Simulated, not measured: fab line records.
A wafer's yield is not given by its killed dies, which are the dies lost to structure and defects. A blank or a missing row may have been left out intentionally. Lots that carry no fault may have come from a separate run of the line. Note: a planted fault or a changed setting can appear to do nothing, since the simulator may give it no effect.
The tool behind it: which one? ; flow rit cmos ; Sampling: 7 lots, 21 wafers, 2 of 202 route steps

## WHAT EACH GAUGE READ, for each wafer
RIT_PSD_TW_MEAS_10.
lot;measured;on;PSD_TW
L472;day 3 11:07;film metro-02;3391 3391 3403
L474;day 3 19:37;film metro-02;3373 3381 3403
L476;day 4 08:19;film metro-04;3435 3456 3463
L484;day 5 20:19;film metro-03;3443 3423 3432
L487;day 6 10:46;film metro-02;3408 3397 3397
L492;day 7 10:54;film metro-04;3452 3461 3462
L494;day 7 21:13;film metro-03;3458 3465 3449

## TOOL THAT RAN EACH LOT (tool first, then ch and the chambers of the sampled wafers, then the start)
lot;RIT_PSD_IMPLANT_08
L472;implanter-01 ch 0, day 3 10:47
L474;implanter-02 ch 0, day 3 19:19
L476;implanter-04 ch 0, day 4 07:59
L484;implanter-02 ch 0, day 5 20:00
L487;implanter-02 ch 0, day 6 10:26
L492;implanter-02 ch 0, day 7 10:35
L494;implanter-01 ch 0, day 7 20:53
- RIT_PSD_IMPLANT_08

## THE ANSWER, worked out from the rows above alone
Rule: what is usual is taken from the lots themselves. The widest of any qualifying gaps counts: lots, ordered by their means at a reading, are off when they make up no more than a third of the lots, leave a main group of 4 or more, and stand apart from it by 3 or more times the standard deviation of that group's means. If all means in a main group match to the digits the tables above print for the reading, that group is not used. Also off: a lot with no number at a reading for which 4 or more lots have one. Where the step has rows for the other lots, those lots are counted as sound.
No lot is off on any of the readings shown, so nothing can be concluded from this.

## WHAT THE SIMULATOR PUT IN
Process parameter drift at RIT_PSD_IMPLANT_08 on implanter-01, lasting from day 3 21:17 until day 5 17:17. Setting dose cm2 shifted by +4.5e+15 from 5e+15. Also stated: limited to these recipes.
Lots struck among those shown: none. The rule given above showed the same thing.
